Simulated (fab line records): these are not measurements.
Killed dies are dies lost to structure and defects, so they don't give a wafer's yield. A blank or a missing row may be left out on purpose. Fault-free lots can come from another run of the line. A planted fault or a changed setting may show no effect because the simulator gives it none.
Problem report in the 8D (eight disciplines) form, filled by code ; flow rit-cmos ; the parts of the form that need people (team, actions taken, sign-off) are left out

1. THE PROBLEM
Wafers without a fault read 208.1 s with a standard deviation of 0.38, while run-length-s at RIT_PSD_STRIP_09 averages 117.2 s across 3 wafers of 1 lot. So: -99 or more standard deviations from the usual mean.
The step: strips in O2, time 180 s.
Earliest sighting: wafer L500.1 on plasma-asher-03 at day 5 12:16. The record holds 15 wafers of 5 lots with a number at this step. Rule for "out", or "out of limits": more than 4 standard deviations from the usual mean. Any other wafer with a number is counted as sound.

2. WHAT IT IS; WHAT IT IS NOT
question;is;is not
which readings at this step;run-length-s;chamber-pressure-mTorr, drypump-motor-current-A
which lots;L500;L491, L496, L505, L511
which wafers of those lots;all that have a number;-
read on which tools;plasma-asher-03;plasma-asher-01
when;from day 5 12:16;"up to then (6 sound wafers); but 6 sound wafers of L505, L511 came after"

3. THE SUSPECTS, EACH WITH WHAT RULES IT OUT
Counting: a tool at any process step up to the reading remains a suspect when it ran all the lots that are out and ran no sound lot after the first of those.
- plasma-asher-03 at RIT_NSD_STRIP_09 (strips in O2, time 180 s): ruled out as a lasting fault. After its first lot that is out, L500 (day 5 10:50), sound lots L511 ran on it.
- plasma-asher-03 at RIT_PSD_STRIP_09 (strips in O2, time 180 s): kept. It ran the lot that is out, L500 (day 5 12:16), and no sound lot after that; its last sound lot up to then is L491 (day 3 15:47). Its own run-length-s readings are out on those wafers.
Left after counting: plasma-asher-03 at RIT_PSD_STRIP_09.

4. THE CAUSE (what the simulator had put in)
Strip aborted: plasma-asher-03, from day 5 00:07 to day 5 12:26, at RIT_PSD_STRIP_09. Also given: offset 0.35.
The count eliminated every tool but this one.

5. SEQUENCE OF EFFECTS, ordered by route
One row per reading whose mean, taken over the struck wafers that have a number, lies over 3 standard deviations from the usual. Only readings for which the record gives a usual standard deviation are gone through. hours: the time from each lot's start at the first step in this table that gives one to its start at this step, as a median over the lots. sigmas: the change in usual standard deviations.
hours;step;reading;usual;on struck wafers;change;sigmas
0;RIT_PSD_STRIP_09;run-length-s;208.1 s;117.2;-90.9;-99 or more
Process steps it contains:
- RIT_PSD_STRIP_09: strips in O2, time 180 s.
Later steps that measure or inspect, where all struck wafers having a row at the step show a number for every such reading and not one has moved that far: RIT_PSD_TW_MEAS_10.

6. WHAT WOULD HAVE CAUGHT IT SOONER
12 hours passed between the start of the fault at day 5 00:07 and the first reading out of limits in this record, taken at day 5 12:16.
